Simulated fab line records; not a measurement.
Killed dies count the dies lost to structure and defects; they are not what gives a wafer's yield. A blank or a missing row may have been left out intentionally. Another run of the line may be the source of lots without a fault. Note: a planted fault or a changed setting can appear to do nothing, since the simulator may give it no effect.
A single fault, viewed from 2 desks / flow berkeley_cmos170 / each desk has only its own numbers; what lay behind them comes last

== THE TOOL OWNER'S DESK: cmp-01 ==
The tool's own readings at UCB170_V2_CMP_02 (polishes SiO2): means of the sampled wafers that have a number, for each lot that ran on this tool. Any lot whose mean is over 4 standard deviations away from the usual mean is out of limits and marked OUT; that distance is given in the brackets.
Columns: A = motor_current_A at UCB170_V2_CMP_02, usual 16.2 A
lot=L551; first seen here=day 8 21:10; A=16.3
lot=L550; first seen here=day 8 21:28; A=16.9
lot=L552; first seen here=day 8 21:52; A=16.9
lot=L549; first seen here=day 9 08:49; A=16.1
lot=L554; first seen here=day 9 09:07; A=16.3
lot=L571; first seen here=day 12 13:11; A=16.9
lot=L572; first seen here=day 12 15:56; A=18.1
This desk's finding: nothing out of limits on any of the 7 lots.

== FROM THE METROLOGY DESK ==
Means of the sampled wafers that have a number, per lot and without regard to the tool the lot ran on: this is what the gauges read. Any lot whose mean is over 4 standard deviations away from the usual mean is out of limits and marked OUT; that distance is given in the brackets.
Columns: A = V2_POLISHED_THK at UCB170_V2_THK_MEAS_04, usual 999.7 nm
lot=L551; first seen here=day 8 21:32; A=1001.1
lot=L550; first seen here=day 8 21:55; A=999.2
lot=L552; first seen here=day 8 22:17; A=1000.7
lot=L549; first seen here=day 9 09:15; A=1114.7 (+96) OUT
lot=L554; first seen here=day 9 09:29; A=1116.4 (+97) OUT
lot=L556; first seen here=day 10 10:15; A=1000.0
lot=L563; first seen here=day 10 22:43; A=999.3
lot=L562; first seen here=day 11 00:41; A=998.6
lot=L565; first seen here=day 11 08:21; A=1000.3
lot=L568; first seen here=day 11 15:04; A=1000.5
lot=L569; first seen here=day 12 02:15; A=1001.9
lot=L571; first seen here=day 12 13:36; A=1000.6
lot=L572; first seen here=day 12 16:22; A=999.7
This desk's finding: out of limits on L549, L554; first on L549, day 9 09:15 (V2_POLISHED_THK at UCB170_V2_THK_MEAS_04). L551, L550, L552, L556, L563, L562, L565, L568, L569, L571, L572 stayed within limits.

== ALL TOGETHER ==
The metrology desk could have raised an alarm at day 9 09:15, on L549, L554.
The desk of the tool owner found nothing out of limits.
On record at the tool owner's desk: L549, L554, within its limits.
On cmp-01, each named lot ran UCB170_V2_CMP_02.

== WHAT THE SIMULATOR HAD INSERTED ==
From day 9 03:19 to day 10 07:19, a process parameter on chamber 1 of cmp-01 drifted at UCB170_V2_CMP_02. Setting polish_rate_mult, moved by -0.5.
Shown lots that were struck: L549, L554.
Hours from the fault's start to each desk's first reading out of limits: the metrology desk, 6.
